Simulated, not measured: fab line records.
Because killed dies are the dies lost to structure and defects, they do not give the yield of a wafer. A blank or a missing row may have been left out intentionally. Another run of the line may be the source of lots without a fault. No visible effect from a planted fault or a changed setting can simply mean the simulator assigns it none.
Struck lot and sound lot, side by side :: flow ritCmos :: 30 steps out of a route of 202
Sound: the wafers L428.1, L428.4, L428.6. Wafers struck: L443.2, L443.3, L443.5. At the end, the cause is stated.
Each step with rows lists, per side, the tool, then ch with its chambers, then its first start. Under that, the readings that differ: sound wafers :: struck wafers :: difference of the means :: sigmas: that difference in standard deviations of wafers without a fault.
alike: same words and numbers on both sides, and readings whose means sit less than 2 such deviations apart. not compared: any withheld reading, any reading some wafer has no value for, any bound like >300 that may hide the same value, and any number with overlapping values for which the record gives no deviation.
A row with sigmas, a row that says differs or no value, or rows on one side alone: a step with any of these is where the two part. Numbers that have no deviation but don't overlap get no sigmas and don't part them. Lack of a reading on every wafer of one side parts them only where that side has two or more wafers.

RIT_FOX2_THK_MEAS_01:
  sound on filmMetro-03, day 3 01:07; struck on filmMetro-04, day 6 06:50
reading: FOX2_OXIDE_THK (nm)
sound: 348 344 349
struck: 362 365 370
difference: +19
sigmas: +3
then, 2 steps without rows for these wafers: RIT_FOX2_CLEAN_02 (cleans in dHF, time 180 s); RIT_FOX2_WET_ETCH_03 (etches Si3N4 in H3PO4, target depth 195 nm, time 2700 s).
RIT_FOX2_THK_MEAS_90:
  sound on filmMetro-01, day 3 02:00; struck on filmMetro-04, day 6 07:46
reading: FIELD_OXIDE_LEFT_1_THK (nm)
sound: 320 316 321
struck: 334 337 343
difference: +19
sigmas: +3
then, 6 steps without rows for these wafers: RIT_NWELL_HMDS_00 (prime time 60 s); RIT_NWELL_COAT_01 (resist thk 1300 nm); RIT_NWELL_SOFTBAKE_02 (time 60 s); RIT_NWELL_EXPOSE_03 (exposes mask M2, target cd 43900 nm); RIT_NWELL_PEB_04; RIT_NWELL_DEVELOP_05 (develop time 68 s).
RIT_NWELL_OVL_MEAS_06:
  sound on overlay-02, day 3 03:04; struck on overlay-01, day 6 08:43
  alike: NWELL_OVL
then, 1 step without rows for these wafers: RIT_NWELL_HARDBAKE_07 (time 120 s).
RIT_NWELL_IMPLANT_08:
  sound on implanter-03 ch 0, day 3 03:21; struck on implanter-02 ch 0, day 6 09:01
reading: doseIonsCm2
sound: 4.995e+13 4.993e+13 5.001e+13
struck: 3.622e+13 3.627e+13 3.618e+13
difference: -1.374e+13
sigmas: -99 or more

reading: faradayCurrentUA
sound: 152 156 161
struck: 114 113 114
difference: -43
sigmas: -13
RIT_NWELL_STRIP_09: strips in O2, time 180 s.
  sound on plasmaAsher-04 ch 0,1, day 3 03:30; struck on plasmaAsher-04 ch 0,1, day 6 09:08
  alike: drypumpMotorCurrentA
  not compared: rfHoursCounterH
RIT_NWELL_TW_MEAS_10:
  sound on filmMetro-01, day 3 03:40; struck on filmMetro-02, day 6 09:19
reading: NWELL_TW
sound: 2174 2184 2173
struck: 1912 1906 1907
difference: -269
sigmas: -11
then, 6 steps without rows for these wafers: RIT_PWELL_HMDS_00 (prime time 60 s); RIT_PWELL_COAT_01 (resist thk 1300 nm); RIT_PWELL_SOFTBAKE_02 (time 60 s); RIT_PWELL_EXPOSE_03 (exposes mask M3, target cd 43700 nm); RIT_PWELL_PEB_04; RIT_PWELL_DEVELOP_05 (develop time 68 s).
RIT_PWELL_OVL_MEAS_06:
  sound on overlay-02, day 3 04:44; struck on overlay-01, day 6 10:23
  alike: PWELL_OVL
then, 2 steps without rows for these wafers: RIT_PWELL_HARDBAKE_07 (time 120 s); RIT_PWELL_IMPLANT_08.
RIT_PWELL_STRIP_09: strips in O2, time 180 s.
  sound on plasmaAsher-02 ch 0,1, day 3 05:10; struck on plasmaAsher-03 ch 0,1, day 6 11:04
  alike: drypumpMotorCurrentA
  not compared: rfHoursCounterH
RIT_PWELL_TW_MEAS_10:
  sound on filmMetro-04, day 3 05:21; struck on filmMetro-01, day 6 11:15
  alike: PWELL_TW
then, 1 step without rows for these wafers: RIT_WELLDRIVE_ANNEAL_00 (time 14700 s).
RIT_WELLDRIVE_RS_MEAS_01: the measuring method here is four-point-probe.
  sound on filmMetro-02, day 3 10:29; struck on filmMetro-02, day 6 16:24
reading: NWELL_RS (ohm/sq)
sound: 274.6 274.5 274.3
struck: 335.6 335.3 335.6
difference: +61.0
sigmas: +79
RIT_WELLDRIVE_RS_MEAS_02: the measuring method here is four-point-probe.
  sound on filmMetro-02, day 3 10:37; struck on filmMetro-02, day 6 16:31
  alike: PWELL_RS
RIT_M1_PROBE_99:
  sound on prober-02, day 4 14:58; struck on prober-02, day 7 21:05
reading: model.etest.nwellPinched.rsOhmSq
sound: 340.9 338.2 339.1
struck: 422.1 416.2 422.1
difference: +80.7
sigmas: 

reading: model.etest.wellEdgeLeft.lineOhmUm
sound: 182.2 179.4 178.9
struck: 229.8 231.4 228.9
difference: +49.9
sigmas: 

reading: model.etest.wellEdgeRight.lineOhmUm
sound: 181.1 179.1 179.1
struck: 229.8 228.7 227.8
difference: +49.0
sigmas: 

reading: model.etest.pmos_0p15.driveUaUm
sound: 251.8 246.4 252.4
struck: 261.9 260.9 260.4
difference: +10.9
sigmas: 

reading: model.etest.pmosTurned.driveUaUm
sound: 180.4 179.2 178.5
struck: 193.7 194.6 194.9
difference: +15.0
sigmas: 

reading: model.etest.pmosNarrow.driveUaUm
sound: 103.7 103 104
struck: 99.5 99.68 100.1
difference: -3.8
sigmas: 
  alike: killedAtContacts, killedAtFrontEnd, killedDies, killedOnRim, killedOpen, killedShort
  not compared: model.etest.pmos_0p3.rOnOhmUm, model.etest.pmos_0p3.driveUaUm

## WHERE THEY PART
First at RIT_FOX2_THK_MEAS_01; last, within this record, at RIT_WELLDRIVE_RS_MEAS_01. Later steps at which nothing parts them and some readings are alike: RIT_WELLDRIVE_RS_MEAS_02, RIT_M1_PROBE_99.

WHY: what the simulator had put in
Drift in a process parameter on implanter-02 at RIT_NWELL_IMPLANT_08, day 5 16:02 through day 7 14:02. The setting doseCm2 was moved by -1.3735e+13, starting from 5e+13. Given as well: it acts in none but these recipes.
